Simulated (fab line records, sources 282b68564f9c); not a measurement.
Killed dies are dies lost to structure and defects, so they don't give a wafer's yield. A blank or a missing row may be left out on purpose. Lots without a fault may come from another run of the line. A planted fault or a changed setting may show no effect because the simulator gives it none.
A struck lot beside a sound one | flow rit_cmos | 43 steps out of a route of 202
Sound: wafers L522.2, L522.3, L522.6. Struck: wafers L513.1, L513.2, L513.3. The cause comes at the end.
At each step with rows: each side's tool, then ch and its chambers, then its first start. Under that, the readings that differ: sound wafers | struck wafers | difference of the means | sigmas: that difference in standard deviations of wafers without a fault.
alike: readings whose means differ by less than 2 such deviations, and words and numbers that are the same on both sides. not compared: withheld readings, readings that some wafer has no value for, bounds like >300 that may hide the same value, and numbers for which the record gives no deviation and whose values overlap.
The two part at a step that has a row with sigmas, a row that says differs or no value, or rows on one side only. Numbers that don't overlap but have no deviation are shown without sigmas and don't part them. A reading that every wafer of one side lacks parts them only if that side has two wafers or more.

first, 2 steps without rows for these wafers: RIT_FOX2_CLEAN_02 (cleans in dHF, time 180 s); RIT_FOX2_WET_ETCH_03 (etches Si3N4 in H3PO4, target depth 195 nm, time 2700 s).
RIT_FOX2_THK_MEAS_90:
  sound on film_metro-01, day 6 10:13; struck on film_metro-02, day 4 10:50
  reading                     | sound       | struck      | difference | sigmas
  FIELD_OXIDE_LEFT_1_THK (nm) | 314 310 316 | 327 328 328 | +14        | +2
then, 6 steps without rows for these wafers: RIT_NWELL_HMDS_00 (prime time 60 s); RIT_NWELL_COAT_01 (resist thk 1300 nm); RIT_NWELL_SOFTBAKE_02 (time 60 s); RIT_NWELL_EXPOSE_03 (exposes mask M2, target cd 43900 nm); RIT_NWELL_PEB_04; RIT_NWELL_DEVELOP_05 (develop time 68 s).
RIT_NWELL_OVL_MEAS_06:
  sound on overlay-01, day 6 11:08; struck on overlay-02, day 4 11:47
  alike: NWELL_OVL
then, 2 steps without rows for these wafers: RIT_NWELL_HARDBAKE_07 (time 120 s); RIT_NWELL_IMPLANT_08.
RIT_NWELL_STRIP_09: strips in O2, time 180 s.
  sound on plasma_asher-01 ch 0,1, day 6 11:39; struck on plasma_asher-01 ch 0,1, day 4 12:13
  no value came back on the struck wafers for chamber_pressure_mTorr (mTorr), drypump_motor_current_A (A); on the sound wafers chamber_pressure_mTorr (mTorr) reads 3993 4001 3998
  reading                                    | sound | struck         | difference | sigmas
  model.NOVOLAK_of_NWELL_COAT_01.thk_nm (nm) | 0 0 0 | 1139 1141 1139 | +1140      |
  not compared: rf_hours_counter_h
RIT_NWELL_TW_MEAS_10:
  sound on film_metro-03, day 6 11:50; struck on film_metro-01, day 4 12:23
  alike: NWELL_TW
then, 2 steps without rows for these wafers: RIT_PWELL_HMDS_00 (prime time 60 s); RIT_PWELL_COAT_01 (resist thk 1300 nm).
RIT_PWELL_SOFTBAKE_02: time 61.06 s.
  sound on litho_track-03 ch 0, day 6 12:13; struck on litho_track-03 ch 0, day 4 12:45
  alike: plate_sensor_t_centre_C, plate_sensor_t_edge_C
then, 3 steps without rows for these wafers: RIT_PWELL_EXPOSE_03 (exposes mask M3, target cd 43700 nm); RIT_PWELL_PEB_04; RIT_PWELL_DEVELOP_05 (develop time 68 s).
RIT_PWELL_OVL_MEAS_06:
  sound on overlay-01, day 6 12:46; struck on overlay-01, day 4 13:20
  alike: PWELL_OVL
then, 2 steps without rows for these wafers: RIT_PWELL_HARDBAKE_07 (time 120 s); RIT_PWELL_IMPLANT_08.
RIT_PWELL_STRIP_09: strips in O2, time 180 s.
  sound on plasma_asher-01 ch 0,1, day 6 13:12; struck on plasma_asher-02 ch 0,1, day 4 13:46
  alike: chamber_pressure_mTorr, drypump_motor_current_A
  not compared: rf_hours_counter_h
RIT_PWELL_TW_MEAS_10:
  sound on film_metro-03, day 6 13:23; struck on film_metro-04, day 4 13:57
  reading  | sound       | struck   | difference | sigmas
  PWELL_TW | 949 950 955 | 30 30 30 | -921       | -99 or more
then, 1 step without rows for these wafers: RIT_WELLDRIVE_ANNEAL_00 (time 14700 s).
RIT_WELLDRIVE_RS_MEAS_01: measures by four-point-probe.
  sound on film_metro-04, day 6 18:32; struck on film_metro-04, day 4 19:05
  alike: NWELL_RS
RIT_WELLDRIVE_RS_MEAS_02: measures by four-point-probe.
  sound on film_metro-04, day 6 18:40; struck on film_metro-04, day 4 19:13
  alike: PWELL_RS
then, 6 steps without rows for these wafers: RIT_NRETRO_HMDS_00 (prime time 60 s); RIT_NRETRO_COAT_01 (resist thk 1300 nm); RIT_NRETRO_SOFTBAKE_02 (time 60 s); RIT_NRETRO_EXPOSE_03 (exposes mask M4, target cd 43900 nm); RIT_NRETRO_PEB_04; RIT_NRETRO_DEVELOP_05 (develop time 68 s).
RIT_NRETRO_OVL_MEAS_06:
  sound on overlay-01, day 6 19:46; struck on overlay-01, day 4 20:26
  alike: NRETRO_OVL
then, 2 steps without rows for these wafers: RIT_NRETRO_HARDBAKE_07 (time 120 s); RIT_NRETRO_IMPLANT_08.
RIT_NRETRO_STRIP_09: strips in O2, time 180 s.
  sound on plasma_asher-04 ch 0, day 6 20:12; struck on plasma_asher-04 ch 0,1, day 4 20:58
  alike: chamber_pressure_mTorr, drypump_motor_current_A
  not compared: rf_hours_counter_h
RIT_NRETRO_TW_MEAS_10:
  sound on film_metro-02, day 6 20:23; struck on film_metro-03, day 4 21:08
  reading   | sound          | struck   | difference | sigmas
  NRETRO_TW | 1057 1049 1048 | 30 30 30 | -1021      | -99 or more
then, 3 steps without rows for these wafers: RIT_PRETRO_HMDS_00 (prime time 60 s); RIT_PRETRO_COAT_01 (resist thk 1316 nm); RIT_PRETRO_SOFTBAKE_02 (time 60 s).
RIT_PRETRO_TW_MEAS_10:
  sound on film_metro-01, day 6 21:56; struck on film_metro-02, day 4 22:49
  reading   | sound             | struck         | difference | sigmas
  PRETRO_TW | 473.3 473.1 472.1 | 30.0 30.0 29.9 | -442.9     | -99 or more

WHERE THEY PART
First at RIT_FOX2_THK_MEAS_90; last, within this record, at RIT_PRETRO_TW_MEAS_10.

WHY: what the simulator had put in
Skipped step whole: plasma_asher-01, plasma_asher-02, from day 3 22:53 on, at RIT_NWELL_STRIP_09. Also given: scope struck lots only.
